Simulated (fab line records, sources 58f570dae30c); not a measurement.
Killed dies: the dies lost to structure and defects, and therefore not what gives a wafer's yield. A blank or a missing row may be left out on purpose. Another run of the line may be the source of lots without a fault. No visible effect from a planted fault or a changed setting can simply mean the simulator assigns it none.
What tool caused it? :: flow berkeleyCmos170 :: 39 wafers from 13 lots sampled at 5 of the route's 331 steps

WHAT EACH GAUGE READ, for each wafer
UCB170_START_BOW_MEAS_00. Usual: INCOMING_BOW gives 0 um (standard deviation 5.6).
lot: L110
measured: day 2 21:00
on: filmMetro-01
INCOMING_BOW (um): 8 9 3
flag: 

lot: L112
measured: day 3 07:00
on: filmMetro-01
INCOMING_BOW (um): 10 -3 10
flag: 

lot: L114
measured: day 3 17:01
on: filmMetro-03
INCOMING_BOW (um): -6 0 2
flag: 

lot: L115
measured: day 3 22:00
on: filmMetro-03
INCOMING_BOW (um): 4 -3 -11
flag: 

lot: L116
measured: day 4 03:00
on: filmMetro-01
INCOMING_BOW (um): -1 -2 1
flag: 

lot: L117
measured: day 4 08:02
on: filmMetro-03
INCOMING_BOW (um): 2 -6 5
flag: 

lot: L119
measured: day 4 18:04
on: filmMetro-01
INCOMING_BOW (um): -4 8 0
flag: 

lot: L120
measured: day 4 23:00
on: filmMetro-02
INCOMING_BOW (um): -1 1 2
flag: 

lot: L122
measured: day 5 09:01
on: filmMetro-03
INCOMING_BOW (um): 5 -8 -4
flag: 

lot: L123
measured: day 5 14:01
on: filmMetro-02
INCOMING_BOW (um): 13 -4 -2
flag: 

lot: L124
measured: day 5 19:00
on: filmMetro-03
INCOMING_BOW (um): -9 1 6
flag: 

lot: L125
measured: day 6 00:04
on: filmMetro-02
INCOMING_BOW (um): 4 -12 1
flag: 

lot: L126
measured: day 6 05:00
on: filmMetro-02
INCOMING_BOW (um): -1 2 1
flag: 

UCB170_NWELL_TW_MEAS_16. Usual: NWELL_TW gives 1245 (standard deviation 5.4).
lot: L110
measured: day 4 00:58
on: filmMetro-01
NWELL_TW: 418 407 400
flag: OFF

lot: L112
measured: day 4 10:38
on: filmMetro-02
NWELL_TW: 400 391 410
flag: OFF

lot: L114
measured: day 4 23:31
on: filmMetro-01
NWELL_TW: 397 388 400
flag: OFF

lot: L115
measured: day 4 23:34
on: filmMetro-01
NWELL_TW: 1241 1247 1245
flag: 

lot: L116
measured: day 5 05:30
on: filmMetro-04
NWELL_TW: 1244 1242 1242
flag: 

lot: L117
measured: day 5 11:38
on: filmMetro-01
NWELL_TW: 1249 1249 1244
flag: 

lot: L119
measured: day 5 20:02
on: filmMetro-01
NWELL_TW: 1246 1241 1254
flag: 

lot: L120
measured: day 6 03:49
on: filmMetro-01
NWELL_TW: 1245 1248 1245
flag: 

lot: L122
measured: day 6 14:41
on: filmMetro-04
NWELL_TW: 1236 1254 1249
flag: 

lot: L123
measured: day 6 14:58
on: filmMetro-02
NWELL_TW: 1240 1244 1245
flag: 

lot: L124
measured: day 6 15:13
on: filmMetro-04
NWELL_TW: 1241 1245 1249
flag: 

lot: L125
measured: day 7 09:43
on: filmMetro-02
NWELL_TW: 1240 1245 1246
flag: 

lot: L126
measured: day 7 10:21
on: filmMetro-02
NWELL_TW: 1247 1242 1248
flag: 

UCB170_ACTIVE_THK_MEAS_06. Usual: ACTIVE_NITRIDE_THK gives 219.7 nm (standard deviation 2).
lot: L115
measured: day 7 04:01
on: filmMetro-02
ACTIVE_NITRIDE_THK (nm): 221.9 220.3 222.2
flag: 

lot: L116
measured: day 7 11:08
on: filmMetro-02
ACTIVE_NITRIDE_THK (nm): 220.6 219.2 220.5
flag: 

lot: L117
measured: day 7 14:37
on: filmMetro-01
ACTIVE_NITRIDE_THK (nm): 216.6 215.5 214.9
flag: 

lot: L119
measured: day 8 00:14
on: filmMetro-02
ACTIVE_NITRIDE_THK (nm): 217.3 218.7 217.2
flag: 

lot: L120
measured: day 8 12:45
on: filmMetro-03
ACTIVE_NITRIDE_THK (nm): 220.3 220.4 220.1
flag: 

lot: L122
measured: day 8 20:37
on: filmMetro-03
ACTIVE_NITRIDE_THK (nm): 220.1 220.6 222.4
flag: 

lot: L123
measured: day 8 20:37
on: filmMetro-01
ACTIVE_NITRIDE_THK (nm): 222.3 220.8 220.8
flag: 

lot: L124
measured: day 8 20:37
on: filmMetro-02
ACTIVE_NITRIDE_THK (nm): 218.7 217.8 217.4
flag: 

lot: L125
measured: day 9 14:06
on: filmMetro-02
ACTIVE_NITRIDE_THK (nm): 221.8 220.6 220.9
flag: 

lot: L126
measured: day 9 14:04
on: filmMetro-03
ACTIVE_NITRIDE_THK (nm): 222.2 223.2 223.5
flag: 

UCB170_SCREENOX_THK_MEAS_02. Usual: SCREENOX_OXIDE_THK gives 14.35 nm (standard deviation 0.25).
lot: L115
measured: day 8 09:12
on: filmMetro-01
SCREENOX_OXIDE_THK (nm): 14.72 14.71 14.39
flag: 

lot: L116
measured: day 8 20:22
on: filmMetro-01
SCREENOX_OXIDE_THK (nm): 14.39 14.34 14.36
flag: 

lot: L117
measured: day 8 20:23
on: filmMetro-02
SCREENOX_OXIDE_THK (nm): 14.44 14.30 14.18
flag: 

lot: L119
measured: day 9 15:06
on: filmMetro-03
SCREENOX_OXIDE_THK (nm): 13.90 13.94 14.11
flag: 

lot: L120
measured: day 10 02:32
on: filmMetro-01
SCREENOX_OXIDE_THK (nm): 13.99 14.29 14.06
flag: 

lot: L122
measured: day 10 09:29
on: filmMetro-03
SCREENOX_OXIDE_THK (nm): 14.26 14.20 14.32
flag: 

lot: L123
measured: day 10 09:29
on: filmMetro-01
SCREENOX_OXIDE_THK (nm): 14.22 13.83 14.18
flag: 

lot: L124
measured: day 10 09:29
on: filmMetro-02
SCREENOX_OXIDE_THK (nm): 14.04 14.16 14.13
flag: 

lot: L125
measured: day 10 22:17
on: filmMetro-03
SCREENOX_OXIDE_THK (nm): 14.38 14.25 14.32
flag: 

lot: L126
measured: day 10 22:19
on: filmMetro-02
SCREENOX_OXIDE_THK (nm): 14.70 14.40 14.71
flag: 

WHICH TOOL RAN EACH LOT (tool, then ch and the chambers of the sampled wafers, then the start)
lot: L110
UCB170_NWELL_DEVELOP_11: lithoTrack-03 ch 0, day 4 00:00

lot: L112
UCB170_NWELL_DEVELOP_11: lithoTrack-03 ch 0, day 4 10:00

lot: L114
UCB170_NWELL_DEVELOP_11: lithoTrack-03 ch 0, day 4 22:00

lot: L115
UCB170_NWELL_DEVELOP_11: lithoTrack-01 ch 0, day 4 23:00

lot: L116
UCB170_NWELL_DEVELOP_11: lithoTrack-04 ch 0, day 5 04:00

lot: L117
UCB170_NWELL_DEVELOP_11: lithoTrack-01 ch 0, day 5 11:00

lot: L119
UCB170_NWELL_DEVELOP_11: lithoTrack-01 ch 0, day 5 19:00

lot: L120
UCB170_NWELL_DEVELOP_11: lithoTrack-01 ch 0, day 6 03:00

lot: L122
UCB170_NWELL_DEVELOP_11: lithoTrack-01 ch 0, day 6 14:00

lot: L123
UCB170_NWELL_DEVELOP_11: lithoTrack-01 ch 0, day 6 14:00

lot: L124
UCB170_NWELL_DEVELOP_11: lithoTrack-04 ch 0, day 6 14:00

lot: L125
UCB170_NWELL_DEVELOP_11: lithoTrack-01 ch 0, day 7 09:00

lot: L126
UCB170_NWELL_DEVELOP_11: lithoTrack-03 ch 0, day 7 09:00
- UCB170_NWELL_DEVELOP_11: develop time 45 s.

AS READ BY THE TOOLS THEMSELVES (means over the sampled wafers that have a number; for cases with no such wafer, the mark the record gives instead)
The record holds no such reading with a usual standard deviation.

THE ANSWER, worked out from the rows above alone
Rule: lot off if the mean of its wafers having a number is beyond 3 standard deviations from the usual mean. Also off: a lot with no number at a reading for which 4 or more lots have one. Any other lot the step has rows for is counted as sound. First the gauges in route order, then the tools' own readings, where a lot's mean is used as printed above. The first step at which some lot is off is used, and at that step the reading that is off furthest; a lot without a number counts as furthest.
Off: L110, L112, L114, at UCB170_NWELL_TW_MEAS_16 (NWELL_TW).
A tool fits if, at a process step before that reading, it ran every lot that is off, and no sound lot after the first of them. The gauges at UCB170_NWELL_TW_MEAS_16 are tried like those tools. Of those tried, none fits.

WHAT THE SIMULATOR PUT IN
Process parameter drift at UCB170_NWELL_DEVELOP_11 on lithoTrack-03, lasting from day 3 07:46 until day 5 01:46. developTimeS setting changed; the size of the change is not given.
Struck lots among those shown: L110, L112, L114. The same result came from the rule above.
